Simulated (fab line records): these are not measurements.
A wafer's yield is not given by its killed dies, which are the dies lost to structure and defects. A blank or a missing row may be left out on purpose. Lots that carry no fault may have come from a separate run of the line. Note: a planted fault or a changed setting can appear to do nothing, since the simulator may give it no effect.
Struck lot and sound lot, side by side / flow berkeley-cmos170 / 15 out of 331 route steps
Sound: these wafers, L113.1, L113.2, L113.4. Wafers L120.1, L120.2, L120.6 were the ones struck. The cause comes at the end.
At each step with rows: each side's tool, then ch and its chambers, then its first start. Under that, the readings that differ: sound wafers / struck wafers / difference of the means / sigmas: that difference in standard deviations of wafers without a fault.
alike: readings with means less than 2 such deviations apart, plus words and numbers identical on both sides. not compared: withheld readings, readings lacking a value on some wafer, bounds such as >300 that could conceal the same value, and numbers that have no deviation in the record and whose values overlap.
Wherever a step has rows on one side only, a row that says differs or no value, or a row with sigmas, the two part there. Non-overlapping numbers with no deviation appear without sigmas and do not part them. Lack of a reading on every wafer of one side parts them only where that side has two or more wafers.

UCB170_M1_METAL_ETCH_12: etches Al in Cl2/BCl3, stops on PSG, target depth 780 nm, time 130 s.
  sound on rie-metal-01 ch 0,1, day 10 07:04; struck on rie-metal-04 ch 0,1, day 11 11:44
reading=throttle-valve-pct (%); sound=24.55 24.32 24.56; struck=24.13 24.33 24.14; difference=-0.28; sigmas=-2
  alike: chamber-pressure-mTorr, drypump-motor-current-A, oes-product-au
  not compared: rf-hours-counter-h
UCB170_M1_STRIP_13: strips in O2.
  sound on plasma-asher-01 ch 0,1, day 10 07:13; struck on plasma-asher-04 ch 0,1, day 11 11:52
  alike: chamber-pressure-mTorr, drypump-motor-current-A, oes-product-au
  not compared: rf-hours-counter-h
UCB170_M1_CD_MEAS_90: target cd 700 nm.
  struck on cd-sem-02, day 11 11:58; sound on cd-sem-02, day 10 07:19
  alike: cd-nm
then, 1 step without rows for these wafers: UCB170_M1_ANNEAL_14 (time 1200 s).
UCB170_V1_CVD_00: deposits SiO2 from TEOS/O2, target thk 2000 nm, time 250 s.
  sound on pecvd-04 ch 0,1, day 10 09:20; struck on pecvd-01 ch 0,1, day 11 14:08
  alike: heater-power-w, pressure-mtorr
UCB170_V1_THK_MEAS_01:
  struck on film-metro-04, day 11 14:17; sound on film-metro-03, day 10 09:30
  alike: V1_TEOS_THK
UCB170_V1_CMP_02: polishes SiO2.
  sound on cmp-01 ch 1,2,3, day 10 09:34; struck on cmp-02 ch 0,1,2, day 11 15:02
  alike: motor-current-A
UCB170_V1_BOW_MEAS_03:
  struck on film-metro-01, day 11 15:14; sound on film-metro-03, day 10 09:52
  alike: V1_BOW
UCB170_V1_THK_MEAS_04:
  struck on film-metro-01, day 11 15:22; sound on film-metro-03, day 10 09:59
  alike: V1_POLISHED_THK
then, 3 steps without rows for these wafers: UCB170_V1_CLEAN_05 (cleans in DIW); UCB170_V1_HMDS_06 (prime time 60 s); UCB170_V1_COAT_07 (resist thk 900 nm).
UCB170_V1_SOFTBAKE_08: time 60 s.
  sound on litho-track-01 ch 0, day 10 12:07; struck on litho-track-01 ch 0, day 11 17:35
reading=run-length-s (s); sound=89.14 89.02 89.11; struck=94.86 95.20 95.11; difference=+5.97; sigmas=+37
then, 1 step without rows for these wafers: UCB170_V1_EXPOSE_09 (exposes mask VIA1, target cd 700 nm).
UCB170_M3_PROBE_99:
  the record has rows for the sound wafers here (prober-02, day 11 01:44) and none for the struck ones

WHERE THEY PART
Earliest at UCB170_M1_METAL_ETCH_12; latest, in this record, at UCB170_M3_PROBE_99.

WHY: whatever the simulator had introduced
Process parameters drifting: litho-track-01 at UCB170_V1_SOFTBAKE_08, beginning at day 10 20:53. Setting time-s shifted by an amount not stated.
